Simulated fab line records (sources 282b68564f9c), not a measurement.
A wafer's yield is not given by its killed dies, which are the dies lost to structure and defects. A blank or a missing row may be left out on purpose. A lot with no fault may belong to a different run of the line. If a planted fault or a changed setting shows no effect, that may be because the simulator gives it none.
A single fault, viewed from 2 desks -- flow ritCmos -- every desk sees just its own numbers, and what lay behind them comes last

## THE METROLOGY DESK
Lot by lot, what the gauges showed, no matter which tool ran the lot: averages of those sampled wafers that carry a number. The brackets show how far a lot's mean lies from the usual mean; more than 4 standard deviations puts the lot out of limits, marked OUT.
Columns: A = REOX_OXIDE_THK at RIT_REOX_THK_MEAS_04, usual 25.4 nm
lot,first seen here,A
L704,day 2 17:14,25.1
L705,day 2 23:50,25.6
L707,day 3 07:22,24.8
L708,day 3 12:42,24.9
L709,day 3 18:03,24.2
L710,day 3 22:04,26.2
L711,day 4 03:23,24.7
L712,day 4 09:50,25.9
L713,day 4 14:07,27.8 (+4.4) OUT
L714,day 4 18:22,28.1 (+5.0) OUT
L722,day 6 16:32,25.7
L723,day 6 19:05,25.5
L724,day 7 00:42,25.0
L726,day 7 05:50,24.9
Finding of this desk: L713, L714 out of limits, first seen on L713 at day 4 14:07 (REOX_OXIDE_THK at RIT_REOX_THK_MEAS_04). In limits: L704, L705, L707, L708, L709, L710, L711, L712, L722, L723, L724, L726.

## DESK OF THE TOOL OWNER: furnace-04
The tool's own readings at RIT_REOX_OXIDATION_03 (target thk 25.2 nm, ox time 5580 s): means of the sampled wafers that have a number, for each lot that ran on this tool. The brackets show how far a lot's mean lies from the usual mean; more than 4 standard deviations puts the lot out of limits, marked OUT.
Columns: A = spikeTcCentreC at RIT_REOX_OXIDATION_03, usual 903.9 C; B = spikeTcSourceC at RIT_REOX_OXIDATION_03, usual 925.0 C; C = tubeCenterTempC at RIT_REOX_OXIDATION_03, usual 900.01 C; D = tube_center_temp_C_max at RIT_REOX_OXIDATION_03, usual 902.3
lot,first seen here,A,B,C,D
L704,day 2 14:39,903.3,926.8,900.00,902.4
L710,day 3 19:31,904.5,925.7,899.93,902.3
L713,day 4 11:33,912.2 (+5.2) OUT,933.4 (+7.6) OUT,908.02 (+98) OUT,910.7 (+20) OUT
L714,day 4 15:49,912.0 (+5.0) OUT,934.1 (+8.3) OUT,908.09 (+99) OUT,910.2 (+19) OUT
This desk's verdict: out of limits on L713, L714, starting with L713 at day 4 11:33 (spikeTcCentreC at RIT_REOX_OXIDATION_03). In limits: L704, L710.

## BROUGHT TOGETHER
The tool owner's desk had the chance to raise an alarm at day 4 11:33 on L713, L714.
On L713, L714, the metrology desk was in a position to raise an alarm at day 4 14:07.
All the named lots went through RIT_REOX_OXIDATION_03 on furnace-04.

## WHAT WAS PUT IN BY THE SIMULATOR
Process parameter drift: furnace-04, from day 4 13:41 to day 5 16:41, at RIT_REOX_OXIDATION_03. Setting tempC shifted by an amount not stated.
Shown lots that were struck: L713, L714.
